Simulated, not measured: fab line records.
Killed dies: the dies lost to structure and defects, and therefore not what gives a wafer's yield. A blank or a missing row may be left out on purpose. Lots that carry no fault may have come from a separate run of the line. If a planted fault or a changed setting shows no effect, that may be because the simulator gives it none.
fab line records | flow rit_cmos | part 1 of 2: steps 1 to 30 of 41
record: lots: 5 | wafers: 15 | last_day: 6
route steps=202 shown GATE@92 REOX@98 NLDD@103 PLDD@114 SPACER@125 NSD@131
lots that met no fault: taken from a fault-free run of the same line
start_h: start of the lot's first displayed wafer, in hours after the record's first day | wait_h: time in hours since the lot's previous step | " unchanged from the row above | L1.1+2: a single row standing in for several wafers | - no value present, or no start provided | * or withheld: withheld | < > ~ a bound
route shown NAME@n: a module of which the file shows steps, and the number in the route of the first | usual: mean/standard deviation taken from wafers without a fault | same: alike in all rows | chamber/n: place in a boat | sites: per-site readings | _std_site: standard deviation of those values | _edge_site: the outer-site mean with the inner-site mean subtracted | radius_mm: for every site, how far away it sits from the centre of the wafer | mask NAME#n: copy n | behind: the last tool/chamber to shape the wafer | hold: the reason the lot was held/the length of the hold in hours/how it ended | device: which transistor (n, p or np) failed to switch | end of line: the same wafers' tests at the end of the route | a step given without rows: its recipe and nothing more | killed: not the wafer's yield, but the dies lost to structure and defects at the first sort | map: a wafer's dies, marking killed ones x, the rest . and places with no die _
set.NAME: the setting as run; set.NAME@STEP: as run at that earlier step | model.NAME: the simulator's own value behind a step, which no gauge read
lots at some steps of the route; a table a step, a row a wafer
services: a tool's chamber out of use, with start hour (start_h, from the record's first day; less than 0 if before it), hours out, and reason
== steps ==
step: RIT_GATE_CD_MEAS_16
recipe: target_cd_nm: 150
usual: cd_nm: 149.8/2.3
lot.wafer | tool      | chamber | start_h | wait_h | cd_nm
L077.2    | cd_sem-02 | -       | 53.64   | -      | 151.2
L077.5    | "         | -       | "       | "      | 148.4
L077.6    | "         | -       | "       | "      | 151.4
L081.2    | cd_sem-02 | -       | 71.97   | -      | 147.0
L081.3    | "         | -       | "       | "      | 149.2
L081.6    | "         | -       | "       | "      | 147.6
L083.3    | cd_sem-01 | -       | 87.44   | -      | 153.7
L083.5    | "         | -       | "       | "      | 151.3
L083.6    | "         | -       | "       | "      | 150.4
L091.3    | cd_sem-02 | -       | 123.98  | -      | 149.7
L091.4    | "         | -       | "       | "      | 150.2
L091.6    | "         | -       | "       | "      | 148.0
L093.1    | cd_sem-01 | -       | 133.26  | -      | 146.9
L093.2    | "         | -       | "       | "      | 146.5
L093.3    | "         | -       | "       | "      | 147.3
step: RIT_GATE_OVL_MEAS_17
usual: GATE_OVL: -0.4/1.5
lot.wafer | tool       | chamber | start_h | wait_h | GATE_OVL[nm]
L077.2    | overlay-02 | -       | 53.74   | 0.1    | -1.6
L077.5    | "          | -       | "       | "      | -1.4
L077.6    | "          | -       | "       | "      | -1.4
L081.2    | overlay-01 | -       | 72.07   | 0.1    | 0.7
L081.3    | "          | -       | "       | "      | -0.6
L081.6    | "          | -       | "       | "      | -1.8
L083.3    | overlay-01 | -       | 87.53   | 0.1    | -1.0
L083.5    | "          | -       | "       | "      | -1.0
L083.6    | "          | -       | "       | "      | -0.9
L091.3    | overlay-02 | -       | 124.07  | 0.1    | -1.3
L091.4    | "          | -       | "       | "      | -0.9
L091.6    | "          | -       | "       | "      | -0.6
L093.1    | overlay-02 | -       | 133.38  | 0.1    | -0.3
L093.2    | "          | -       | "       | "      | -0.1
L093.3    | "          | -       | "       | "      | 1.3
step: RIT_GATE_HARDBAKE_18
recipe: resist: NOVOLAK | temp_c: 140 | time_s: 60
usual: heater_power_total_W: 62.55/0.046
lot.wafer | tool           | chamber | start_h | wait_h | heater_power_total_W
L077.2    | litho_track-03 | 0       | 53.80   | 0.0    | 62.50
L077.5    | "              | 0       | "       | "      | 62.52
L077.6    | "              | 0       | "       | "      | 62.47
L081.2    | litho_track-01 | 0       | 72.41   | 0.3    | 62.65
L081.3    | "              | 0       | "       | "      | 62.57
L081.6    | "              | 0       | "       | "      | 62.46
L083.3    | litho_track-02 | 0       | 87.60   | 0.1    | 62.54
L083.5    | "              | 0       | "       | "      | 62.62
L083.6    | "              | 0       | "       | "      | 62.60
L091.3    | litho_track-03 | 0       | 124.14  | 0.1    | 62.47
L091.4    | "              | 0       | "       | "      | 62.54
L091.6    | "              | 0       | "       | "      | 62.56
L093.1    | litho_track-02 | 0       | 133.42  | 0.0    | 62.60
L093.2    | "              | 0       | "       | "      | 62.47
L093.3    | "              | 0       | "       | "      | 62.61
step: RIT_GATE_ETCH_19
recipe: chemistry: SF6/CHF3/O2 | time_s: 165 | SF6_flow_sccm: 30 | CHF3_flow_sccm: 30 | O2_flow_sccm: 5 | target: poly-Si | pressure_mtorr: 40 | rf_w: 160 | target_depth_a: 3125 | over_etch_frac: 0.25 | stop_on: SiO2
usual: CHF3_flow_sccm: 29.99/0.094 | drypump_motor_current_A: 6.0/0.47 | oes_product_au: 0.849/0.018 | throttle_valve_pct: 10.26/0.16
same: over_etch_frac: 0.25
lot.wafer | tool      | chamber | start_h | wait_h | CHF3_flow_sccm | drypump_motor_current_A | oes_product_au | rf_hours_counter_h | throttle_valve_pct
L077.2    | rie_si-02 | 0       | 53.92   | 0.1    | 30.08          | 6.1                     | 0.875          | 3                  | 10.15
L077.5    | "         | 0       | "       | "      | 29.82          | 6.1                     | 0.866          | -                  | 10.14
L077.6    | "         | 3       | "       | "      | 29.92          | 6.2                     | 0.865          | -                  | 10.06
L081.2    | rie_si-02 | 2       | 72.54   | 0.1    | 30.24          | 5.2                     | 0.857          | 2                  | 10.18
L081.3    | "         | 3       | "       | "      | 30.09          | 6.2                     | 0.851          | 1                  | 10.05
L081.6    | "         | 2       | "       | "      | 30.02          | 5.3                     | 0.857          | -                  | 10.21
L083.3    | rie_si-02 | 3       | 87.70   | 0.1    | 29.93          | 6.3                     | 0.852          | 1                  | 10.05
L083.5    | "         | 0       | "       | "      | 30.05          | 6.1                     | 0.850          | -                  | 10.16
L083.6    | "         | 3       | "       | "      | 29.92          | 6.2                     | 0.846          | -                  | 10.06
L091.3    | rie_si-02 | 2       | 124.24  | 0.1    | 29.96          | 5.2                     | 0.869          | 3                  | 10.20
L091.4    | "         | 1       | "       | "      | 29.97          | 5.1                     | 0.833          | 96                 | 10.53
L091.6    | "         | 2       | "       | "      | 29.93          | 5.2                     | 0.865          | -                  | 10.18
L093.1    | rie_si-02 | 0       | 133.57  | 0.1    | 29.85          | 6.1                     | 0.854          | 4                  | 10.16
L093.2    | "         | 1       | "       | "      | 30.00          | 5.1                     | 0.836          | 97                 | 10.52
L093.3    | "         | 3       | "       | "      | 29.93          | 6.2                     | 0.856          | 1                  | 10.07
step: RIT_GATE_STRIP_20
recipe: chemistry: O2 | time_s: 180 | resist: NOVOLAK | platen_temp_c: withheld | power_w: 500 | pressure_mtorr: 4000 | o2_flow_sccm: 4000
usual: drypump_motor_current_A: 5.5/0.44
lot.wafer | tool            | chamber | start_h | wait_h | drypump_motor_current_A | rf_hours_counter_h
L077.2    | plasma_asher-03 | 0       | 54.03   | 0.1    | 5.2                     | 21
L077.5    | "               | 1       | "       | "      | 5.4                     | -
L077.6    | "               | 0       | "       | "      | 5.1                     | -
L081.2    | plasma_asher-02 | 0       | 72.65   | 0.1    | 6.2                     | 45
L081.3    | "               | 1       | "       | "      | 5.3                     | -
L081.6    | "               | 0       | "       | "      | 6.2                     | -
L083.3    | plasma_asher-02 | 1       | 87.87   | 0.1    | 5.3                     | -
L083.5    | "               | 0       | "       | "      | 6.2                     | -
L083.6    | "               | 1       | "       | "      | 5.3                     | -
L091.3    | plasma_asher-01 | 1       | 124.41  | 0.1    | 5.1                     | -
L091.4    | "               | 0       | "       | "      | 6.1                     | -
L091.6    | "               | 0       | "       | "      | 6.1                     | -
L093.1    | plasma_asher-02 | 1       | 133.67  | 0.1    | 5.3                     | 2
L093.2    | "               | 0       | "       | "      | 6.2                     | 2
L093.3    | "               | 1       | "       | "      | 5.3                     | -
step: RIT_GATE_CD_MEAS_90
recipe: target_cd_nm: 150
usual: cd_nm: 149.8/2.3
lot.wafer | tool      | chamber | start_h | wait_h | cd_nm
L077.2    | cd_sem-01 | -       | 54.23   | 0.1    | 151.3
L077.5    | "         | -       | "       | "      | 148.3
L077.6    | "         | -       | "       | "      | 151.3
L081.2    | cd_sem-01 | -       | 72.84   | 0.1    | 146.7
L081.3    | "         | -       | "       | "      | 149.3
L081.6    | "         | -       | "       | "      | 147.9
L083.3    | cd_sem-01 | -       | 88.02   | 0.1    | 153.6
L083.5    | "         | -       | "       | "      | 151.6
L083.6    | "         | -       | "       | "      | 150.8
L091.3    | cd_sem-01 | -       | 124.57  | 0.1    | 149.6
L091.4    | "         | -       | "       | "      | 149.8
L091.6    | "         | -       | "       | "      | 148.3
L093.1    | cd_sem-01 | -       | 133.85  | 0.1    | 147.3
L093.2    | "         | -       | "       | "      | 146.3
L093.3    | "         | -       | "       | "      | 147.4
step: RIT_REOX_CLEAN_00
recipe: chemistry: SC1 | mix: 3:3:50 | time_s: 600 | temp_c: 75
usual: temp_c: 75.02/0.12
lot.wafer | tool         | chamber | start_h | wait_h | temp_c
L077.2    | wet_bench-01 | 0       | 54.33   | 0.1    | 74.93
L077.5    | "            | 0       | "       | "      | 74.97
L077.6    | "            | 0       | "       | "      | 74.95
L081.2    | wet_bench-04 | 1       | 72.94   | 0.1    | 75.38
L081.3    | "            | 1       | "       | "      | 75.12
L081.6    | "            | 1       | "       | "      | 75.18
L083.3    | wet_bench-02 | 3       | 88.10   | 0.1    | 75.24
L083.5    | "            | 3       | "       | "      | 75.36
L083.6    | "            | 3       | "       | "      | 75.01
L091.3    | wet_bench-02 | 2       | 124.65  | 0.1    | 75.06
L091.4    | "            | 2       | "       | "      | 75.04
L091.6    | "            | 2       | "       | "      | 75.00
L093.1    | wet_bench-04 | 3       | 133.97  | 0.1    | 75.20
L093.2    | "            | 3       | "       | "      | 74.86
L093.3    | "            | 3       | "       | "      | 74.98
step: RIT_REOX_CLEAN_01
recipe: chemistry: dHF | dilution: 50:1 | time_s: 30
lot.wafer  | tool         | chamber | start_h | wait_h
L077.2+5+6 | wet_bench-04 | 2       | 54.50   | 0.0
L081.2+3+6 | wet_bench-01 | 0       | 73.12   | 0.0
L083.3+5+6 | wet_bench-01 | 1       | 88.30   | 0.0
L091.3+4+6 | wet_bench-01 | 1       | 124.82  | 0.0
L093.1+2+3 | wet_bench-01 | 1       | 134.18  | 0.0
step: RIT_REOX_CLEAN_02
recipe: chemistry: SC2 | mix: 3:3:50 | time_s: 600 | temp_c: 75 | dry: n2_spin
usual: temp_c: 75.01/0.11
lot.wafer | tool         | chamber | start_h | wait_h | temp_c
L077.2    | wet_bench-02 | 1       | 54.52   | 0.0    | 75.04
L077.5    | "            | 1       | "       | "      | 75.10
L077.6    | "            | 1       | "       | "      | 74.89
L081.2    | wet_bench-02 | 2       | 73.14   | 0.0    | 75.13
L081.3    | "            | 2       | "       | "      | 75.19
L081.6    | "            | 2       | "       | "      | 75.06
L083.3    | wet_bench-02 | 1       | 88.31   | 0.0    | 75.21
L083.5    | "            | 1       | "       | "      | 75.13
L083.6    | "            | 1       | "       | "      | 75.06
L091.3    | wet_bench-04 | 1       | 124.84  | 0.0    | 74.87
L091.4    | "            | 1       | "       | "      | 74.89
L091.6    | "            | 1       | "       | "      | 74.99
L093.1    | wet_bench-02 | 3       | 134.21  | 0.0    | 75.04
L093.2    | "            | 3       | "       | "      | 75.12
L093.3    | "            | 3       | "       | "      | 75.11
step: RIT_REOX_OXIDATION_03
recipe: temp_c: 900 | ambient: O2 | target_thk_a: 252 | ox_time_s: 5580
usual: spike_tc_centre_C: 902.8/1.5
lot.wafer | tool       | chamber | start_h | wait_h | spike_tc_centre_C
L077.2    | furnace-03 | 0       | 55.02   | 0.3    | 901.1
L077.5    | "          | 0       | "       | "      | 902.8
L077.6    | "          | 0       | "       | "      | 902.0
L081.2    | furnace-01 | 0       | 73.34   | 0.0    | 900.0
L081.3    | "          | 0       | "       | "      | 902.8
L081.6    | "          | 0       | "       | "      | 903.1
L083.3    | furnace-04 | 0       | 88.77   | 0.3    | 904.8
L083.5    | "          | 0       | "       | "      | 902.7
L083.6    | "          | 0       | "       | "      | 904.9
L091.3    | furnace-01 | 0       | 125.05  | 0.0    | 903.6
L091.4    | "          | 0       | "       | "      | 902.4
L091.6    | "          | 0       | "       | "      | 901.1
L093.1    | furnace-01 | 0       | 135.16  | 0.8    | 901.9
L093.2    | "          | 0       | "       | "      | 901.5
L093.3    | "          | 0       | "       | "      | 902.3
step: RIT_REOX_THK_MEAS_04
recipe: reads: SiO2_of_REOX_OXIDATION_03
usual: REOX_OXIDE_THK: 25.0/0.51
lot.wafer | tool          | chamber | start_h | wait_h | REOX_OXIDE_THK[nm]
L077.2    | film_metro-01 | -       | 57.58   | 0.0    | 24.5
L077.5    | "             | -       | "       | "      | 24.9
L077.6    | "             | -       | "       | "      | 25.0
L081.2    | film_metro-03 | -       | 75.90   | 0.0    | 24.2
L081.3    | "             | -       | "       | "      | 24.6
L081.6    | "             | -       | "       | "      | 24.1
L083.3    | film_metro-01 | -       | 91.34   | 0.0    | 25.3
L083.5    | "             | -       | "       | "      | 25.1
L083.6    | "             | -       | "       | "      | 25.0
L091.3    | film_metro-03 | -       | 127.62  | 0.0    | 26.0
L091.4    | "             | -       | "       | "      | 25.5
L091.6    | "             | -       | "       | "      | 26.0
L093.1    | film_metro-04 | -       | 137.71  | 0.0    | 24.5
L093.2    | "             | -       | "       | "      | 24.5
L093.3    | "             | -       | "       | "      | 23.9
step: RIT_NLDD_HMDS_00
recipe: prime_time_s: 60 | prime_temp_c: 140
lot.wafer  | tool           | chamber | start_h | wait_h
L077.2+5+6 | litho_track-03 | 0       | 57.65   | 0.1
L081.2+3+6 | litho_track-04 | 0       | 75.98   | 0.1
L083.3+5+6 | litho_track-04 | 0       | 91.56   | 0.2
L091.3+4+6 | litho_track-03 | 0       | 127.71  | 0.1
L093.1+2+3 | litho_track-03 | 0       | 137.77  | 0.1
step: RIT_NLDD_COAT_01
recipe: resist: NOVOLAK | spin_rpm: 3250 | resist_thk_nm: 1000
lot.wafer  | tool           | chamber | start_h | wait_h
L077.2+5+6 | litho_track-03 | 0       | 57.80   | 0.1
L081.2+3+6 | litho_track-04 | 0       | 76.13   | 0.1
L083.3+5+6 | litho_track-04 | 0       | 91.71   | 0.1
L091.3+4+6 | litho_track-03 | 0       | 127.86  | 0.1
L093.1+2+3 | litho_track-03 | 0       | 137.92  | 0.1
step: RIT_NLDD_SOFTBAKE_02
recipe: resist: NOVOLAK | temp_c: 90 | time_s: 60
usual: heater_power_total_W: 34.56/0.05
lot.wafer | tool           | chamber | start_h | wait_h | heater_power_total_W
L077.2    | litho_track-03 | 0       | 57.95   | 0.1    | 34.51
L077.5    | "              | 0       | "       | "      | 34.59
L077.6    | "              | 0       | "       | "      | 34.62
L081.2    | litho_track-04 | 0       | 76.28   | 0.1    | 34.45
L081.3    | "              | 0       | "       | "      | 34.40
L081.6    | "              | 0       | "       | "      | 34.55
L083.3    | litho_track-04 | 0       | 91.86   | 0.1    | 34.57
L083.5    | "              | 0       | "       | "      | 34.51
L083.6    | "              | 0       | "       | "      | 34.58
L091.3    | litho_track-03 | 0       | 128.01  | 0.1    | 34.62
L091.4    | "              | 0       | "       | "      | 34.53
L091.6    | "              | 0       | "       | "      | 34.56
L093.1    | litho_track-03 | 0       | 138.07  | 0.1    | 34.54
L093.2    | "              | 0       | "       | "      | 34.50
L093.3    | "              | 0       | "       | "      | 34.57
step: RIT_NLDD_EXPOSE_03
recipe: mask_id: M7 | na: 0.57 | target_cd_nm: 40700 | dose_mj: 250
usual: reticle_temp_C: 23.01/0.094
lot.wafer | tool             | chamber | start_h | wait_h | mask | reticle_temp_C
L077.2    | iline_stepper-02 | 0       | 58.30   | 0.3    | M7#0 | 23.00
L077.5    | "                | 0       | "       | "      | M7#0 | 23.00
L077.6    | "                | 0       | "       | "      | M7#0 | 22.94
L081.2    | iline_stepper-02 | 0       | 76.55   | 0.2    | M7#0 | 23.04
L081.3    | "                | 0       | "       | "      | M7#0 | 22.95
L081.6    | "                | 0       | "       | "      | M7#0 | 22.96
L083.3    | iline_stepper-02 | 0       | 92.00   | 0.1    | M7#0 | 22.91
L083.5    | "                | 0       | "       | "      | M7#0 | 22.96
L083.6    | "                | 0       | "       | "      | M7#0 | 23.10
L091.3    | iline_stepper-01 | 0       | 128.15  | 0.1    | M7#0 | 23.13
L091.4    | "                | 0       | "       | "      | M7#0 | 22.97
L091.6    | "                | 0       | "       | "      | M7#0 | 22.97
L093.1    | iline_stepper-01 | 0       | 138.22  | 0.1    | M7#0 | 23.15
L093.2    | "                | 0       | "       | "      | M7#0 | 23.06
L093.3    | "                | 0       | "       | "      | M7#0 | 23.00
step: RIT_NLDD_PEB_04
recipe: resist: NOVOLAK | temp_c: withheld | time_s: withheld
lot.wafer  | tool           | chamber | start_h | wait_h
L077.2+5+6 | litho_track-01 | 0       | 58.46   | 0.1
L081.2+3+6 | litho_track-04 | 0       | 76.67   | 0.1
L083.3+5+6 | litho_track-04 | 0       | 92.12   | 0.1
L091.3+4+6 | litho_track-04 | 0       | 128.27  | 0.1
L093.1+2+3 | litho_track-03 | 0       | 138.33  | 0.1
step: RIT_NLDD_DEVELOP_05
recipe: resist: NOVOLAK | develop_time_s: 50 | dev_temp_c: 23
lot.wafer  | tool           | chamber | start_h | wait_h
L077.2+5+6 | litho_track-01 | 0       | -       | -
L081.2+3+6 | litho_track-04 | 0       | -       | -
L083.3+5+6 | litho_track-04 | 0       | -       | -
L091.3+4+6 | litho_track-04 | 0       | -       | -
L093.1+2+3 | litho_track-03 | 0       | -       | -
step: RIT_NLDD_OVL_MEAS_06
usual: NLDD_OVL: -1.1/1.5
lot.wafer | tool       | chamber | start_h | wait_h | NLDD_OVL[nm]
L077.2    | overlay-01 | -       | 58.72   | -      | -2.3
L077.5    | "          | -       | "       | "      | -1.8
L077.6    | "          | -       | "       | "      | -4.2
L081.2    | overlay-01 | -       | 76.94   | -      | -5.5
L081.3    | "          | -       | "       | "      | -3.1
L081.6    | "          | -       | "       | "      | -3.3
L083.3    | overlay-02 | -       | 92.37   | -      | -0.1
L083.5    | "          | -       | "       | "      | -2.4
L083.6    | "          | -       | "       | "      | -1.5
L091.3    | overlay-02 | -       | 128.52  | -      | 0.3
L091.4    | "          | -       | "       | "      | -0.9
L091.6    | "          | -       | "       | "      | -1.4
L093.1    | overlay-01 | -       | 138.62  | -      | 1.5
L093.2    | "          | -       | "       | "      | -0.3
L093.3    | "          | -       | "       | "      | 0.9
step: RIT_NLDD_HARDBAKE_07
recipe: resist: NOVOLAK | temp_c: 140 | time_s: 60
usual: heater_power_total_W: 62.55/0.051
lot.wafer | tool           | chamber | start_h | wait_h | heater_power_total_W
L077.2    | litho_track-01 | 0       | 58.78   | 0.0    | 62.56
L077.5    | "              | 0       | "       | "      | 62.51
L077.6    | "              | 0       | "       | "      | 62.61
L081.2    | litho_track-01 | 0       | 76.99   | 0.0    | 62.46
L081.3    | "              | 0       | "       | "      | 62.53
L081.6    | "              | 0       | "       | "      | 62.59
L083.3    | litho_track-04 | 0       | 92.44   | 0.1    | 62.55
L083.5    | "              | 0       | "       | "      | 62.61
L083.6    | "              | 0       | "       | "      | 62.59
L091.3    | litho_track-03 | 0       | 128.59  | 0.1    | 62.58
L091.4    | "              | 0       | "       | "      | 62.54
L091.6    | "              | 0       | "       | "      | 62.42
L093.1    | litho_track-03 | 0       | 138.65  | 0.0    | 62.52
L093.2    | "              | 0       | "       | "      | 62.64
L093.3    | "              | 0       | "       | "      | 62.49
step: RIT_NLDD_IMPLANT_08
recipe: species: P | energy_kev: 20 | dose_cm2: 5e+14 | tilt_deg: 7
usual: faraday_current_uA: 1572/30
lot.wafer | tool         | chamber | start_h | wait_h | faraday_current_uA
L077.2    | implanter-04 | 0       | 58.93   | 0.1    | 1605
L077.5    | "            | 0       | "       | "      | 1568
L077.6    | "            | 0       | "       | "      | 1513
L081.2    | implanter-03 | 0       | 77.14   | 0.1    | 1597
L081.3    | "            | 0       | "       | "      | 1516
L081.6    | "            | 0       | "       | "      | 1623
L083.3    | implanter-04 | 0       | 92.59   | 0.1    | 1608
L083.5    | "            | 0       | "       | "      | 1602
L083.6    | "            | 0       | "       | "      | 1590
L091.3    | implanter-03 | 0       | 128.74  | 0.1    | 1521
L091.4    | "            | 0       | "       | "      | 1573
L091.6    | "            | 0       | "       | "      | 1607
L093.1    | implanter-03 | 0       | 138.80  | 0.1    | 1585
L093.2    | "            | 0       | "       | "      | 1550
L093.3    | "            | 0       | "       | "      | 1612
step: RIT_NLDD_STRIP_09
recipe: chemistry: O2 | time_s: 180 | resist: NOVOLAK | platen_temp_c: withheld | power_w: 500 | pressure_mtorr: 4000 | o2_flow_sccm: 4000
usual: drypump_motor_current_A: 5.5/0.38
lot.wafer | tool            | chamber | start_h | wait_h | drypump_motor_current_A | rf_hours_counter_h
L077.2    | plasma_asher-02 | 0       | 59.05   | 0.1    | 6.2                     | 44
L077.5    | "               | 0       | "       | "      | 6.2                     | -
L077.6    | "               | 1       | "       | "      | 5.2                     | -
L081.2    | plasma_asher-04 | 1       | 77.27   | 0.1    | 6.1                     | 43
L081.3    | "               | 1       | "       | "      | 6.1                     | -
L081.6    | "               | 1       | "       | "      | 6.0                     | -
L083.3    | plasma_asher-02 | 1       | 92.75   | 0.1    | 5.3                     | -
L083.5    | "               | 1       | "       | "      | 5.2                     | -
L083.6    | "               | 0       | "       | "      | 6.2                     | -
L091.3    | plasma_asher-03 | 1       | 128.90  | 0.1    | 5.4                     | -
L091.4    | "               | 0       | "       | "      | 5.2                     | -
L091.6    | "               | 1       | "       | "      | 5.4                     | -
L093.1    | plasma_asher-03 | 0       | 138.95  | 0.1    | 5.2                     | 30
L093.2    | "               | 1       | "       | "      | 5.4                     | 30
L093.3    | "               | 1       | "       | "      | 5.4                     | -
step: RIT_NLDD_TW_MEAS_10
usual: NLDD_TW: 2481/13
lot.wafer | tool          | chamber | start_h | wait_h | NLDD_TW
L077.2    | film_metro-01 | -       | 59.24   | 0.1    | 2455
L077.5    | "             | -       | "       | "      | 2467
L077.6    | "             | -       | "       | "      | 2466
L081.2    | film_metro-04 | -       | 77.45   | 0.1    | 2491
L081.3    | "             | -       | "       | "      | 2481
L081.6    | "             | -       | "       | "      | 2484
L083.3    | film_metro-04 | -       | 92.89   | 0.1    | 2481
L083.5    | "             | -       | "       | "      | 2493
L083.6    | "             | -       | "       | "      | 2498
L091.3    | film_metro-01 | -       | 129.04  | 0.1    | 2497
L091.4    | "             | -       | "       | "      | 2494
L091.6    | "             | -       | "       | "      | 2511
L093.1    | film_metro-04 | -       | 139.13  | 0.1    | 2487
L093.2    | "             | -       | "       | "      | 2465
L093.3    | "             | -       | "       | "      | 2476
step: RIT_PLDD_HMDS_00
recipe: prime_time_s: 60 | prime_temp_c: 140
lot.wafer  | tool           | chamber | start_h | wait_h
L077.2+5+6 | litho_track-02 | 0       | 59.31   | 0.1
L081.2+3+6 | litho_track-01 | 0       | 77.53   | 0.1
L083.3+5+6 | litho_track-02 | 0       | 92.98   | 0.1
L091.3+4+6 | litho_track-01 | 0       | 129.22  | 0.2
L093.1+2+3 | litho_track-02 | 0       | 139.19  | 0.1
step: RIT_PLDD_COAT_01
recipe: resist: NOVOLAK | spin_rpm: 3250 | resist_thk_nm: 1000
lot.wafer  | tool           | chamber | start_h | wait_h
L077.2+5+6 | litho_track-02 | 0       | 59.46   | 0.1
L081.2+3+6 | litho_track-01 | 0       | 77.68   | 0.1
L083.3+5+6 | litho_track-02 | 0       | 93.13   | 0.1
L091.3+4+6 | litho_track-01 | 0       | 129.37  | 0.1
L093.1+2+3 | litho_track-02 | 0       | 139.34  | 0.1
step: RIT_PLDD_SOFTBAKE_02
recipe: resist: NOVOLAK | temp_c: 90 | time_s: 60
usual: heater_power_total_W: 34.56/0.053
lot.wafer | tool           | chamber | start_h | wait_h | heater_power_total_W
L077.2    | litho_track-02 | 0       | 59.61   | 0.1    | 34.54
L077.5    | "              | 0       | "       | "      | 34.52
L077.6    | "              | 0       | "       | "      | 34.48
L081.2    | litho_track-01 | 0       | 77.83   | 0.1    | 34.68
L081.3    | "              | 0       | "       | "      | 34.59
L081.6    | "              | 0       | "       | "      | 34.52
L083.3    | litho_track-02 | 0       | 93.28   | 0.1    | 34.63
L083.5    | "              | 0       | "       | "      | 34.58
L083.6    | "              | 0       | "       | "      | 34.68
L091.3    | litho_track-01 | 0       | 129.52  | 0.1    | 34.63
L091.4    | "              | 0       | "       | "      | 34.50
L091.6    | "              | 0       | "       | "      | 34.64
L093.1    | litho_track-02 | 0       | 139.49  | 0.1    | 34.61
L093.2    | "              | 0       | "       | "      | 34.59
L093.3    | "              | 0       | "       | "      | 34.60
step: RIT_PLDD_EXPOSE_03
recipe: mask_id: M8 | na: 0.57 | target_cd_nm: 40900 | dose_mj: 250
usual: reticle_temp_C: 22.99/0.1
lot.wafer | tool             | chamber | start_h | wait_h | mask | reticle_temp_C
L077.2    | iline_stepper-02 | 0       | 59.76   | 0.1    | M8#0 | 23.05
L077.5    | "                | 0       | "       | "      | M8#0 | 23.04
L077.6    | "                | 0       | "       | "      | M8#0 | 22.91
L081.2    | iline_stepper-02 | 0       | 77.97   | 0.1    | M8#0 | 22.94
L081.3    | "                | 0       | "       | "      | M8#0 | 23.04
L081.6    | "                | 0       | "       | "      | M8#0 | 23.08
L083.3    | iline_stepper-02 | 0       | 93.42   | 0.1    | M8#0 | 23.05
L083.5    | "                | 0       | "       | "      | M8#0 | 23.09
L083.6    | "                | 0       | "       | "      | M8#0 | 23.12
L091.3    | iline_stepper-02 | 0       | 129.66  | 0.1    | M8#0 | 23.05
L091.4    | "                | 0       | "       | "      | M8#0 | 23.10
L091.6    | "                | 0       | "       | "      | M8#0 | 22.94
L093.1    | iline_stepper-01 | 0       | 139.64  | 0.1    | M8#0 | 23.01
L093.2    | "                | 0       | "       | "      | M8#0 | 22.89
L093.3    | "                | 0       | "       | "      | M8#0 | 22.88
step: RIT_PLDD_PEB_04
recipe: resist: NOVOLAK | temp_c: withheld | time_s: withheld
lot.wafer  | tool           | chamber | start_h | wait_h
L077.2+5+6 | litho_track-04 | 0       | 59.88   | 0.1
L081.2+3+6 | litho_track-01 | 0       | 78.09   | 0.1
L083.3+5+6 | litho_track-04 | 0       | 93.54   | 0.1
L091.3+4+6 | litho_track-01 | 0       | 129.79  | 0.1
L093.1+2+3 | litho_track-02 | 0       | 139.75  | 0.1
step: RIT_PLDD_DEVELOP_05
recipe: resist: NOVOLAK | develop_time_s: 50 | dev_temp_c: 23
lot.wafer  | tool           | chamber | start_h | wait_h
L077.2+5+6 | litho_track-04 | 0       | -       | -
L081.2+3+6 | litho_track-01 | 0       | -       | -
L083.3+5+6 | litho_track-04 | 0       | -       | -
L091.3+4+6 | litho_track-01 | 0       | -       | -
L093.1+2+3 | litho_track-02 | 0       | -       | -
step: RIT_PLDD_OVL_MEAS_06
usual: PLDD_OVL: 0.4/1.4
lot.wafer | tool       | chamber | start_h | wait_h | PLDD_OVL[nm]
L077.2    | overlay-02 | -       | 60.15   | -      | -1.0
L077.5    | "          | -       | "       | "      | 1.8
L077.6    | "          | -       | "       | "      | 0.8
L081.2    | overlay-02 | -       | 78.36   | -      | -1.5
L081.3    | "          | -       | "       | "      | 0.1
L081.6    | "          | -       | "       | "      | -3.2
L083.3    | overlay-01 | -       | 93.79   | -      | 0.2
L083.5    | "          | -       | "       | "      | 1.6
L083.6    | "          | -       | "       | "      | 1.6
L091.3    | overlay-01 | -       | 130.04  | -      | 0.0
L091.4    | "          | -       | "       | "      | 2.1
L091.6    | "          | -       | "       | "      | 1.1
L093.1    | overlay-02 | -       | 140.04  | -      | 3.8
L093.2    | "          | -       | "       | "      | 1.1
L093.3    | "          | -       | "       | "      | 0.5
step: RIT_PLDD_HARDBAKE_07
recipe: resist: NOVOLAK | temp_c: 140 | time_s: 60
usual: heater_power_total_W: 62.54/0.049
lot.wafer | tool           | chamber | start_h | wait_h | heater_power_total_W
L077.2    | litho_track-04 | 0       | 60.20   | 0.0    | 62.61
L077.5    | "              | 0       | "       | "      | 62.54
L077.6    | "              | 0       | "       | "      | 62.58
L081.2    | litho_track-04 | 0       | 78.41   | 0.0    | 62.50
L081.3    | "              | 0       | "       | "      | 62.42
L081.6    | "              | 0       | "       | "      | 62.56
L083.3    | litho_track-01 | 0       | 93.86   | 0.1    | 62.46
L083.5    | "              | 0       | "       | "      | 62.50
L083.6    | "              | 0       | "       | "      | 62.56
L091.3    | litho_track-02 | 0       | 130.11  | 0.1    | 62.53
L091.4    | "              | 0       | "       | "      | 62.60
L091.6    | "              | 0       | "       | "      | 62.55
L093.1    | litho_track-01 | 0       | 140.07  | 0.0    | 62.56
L093.2    | "              | 0       | "       | "      | 62.54
L093.3    | "              | 0       | "       | "      | 62.52
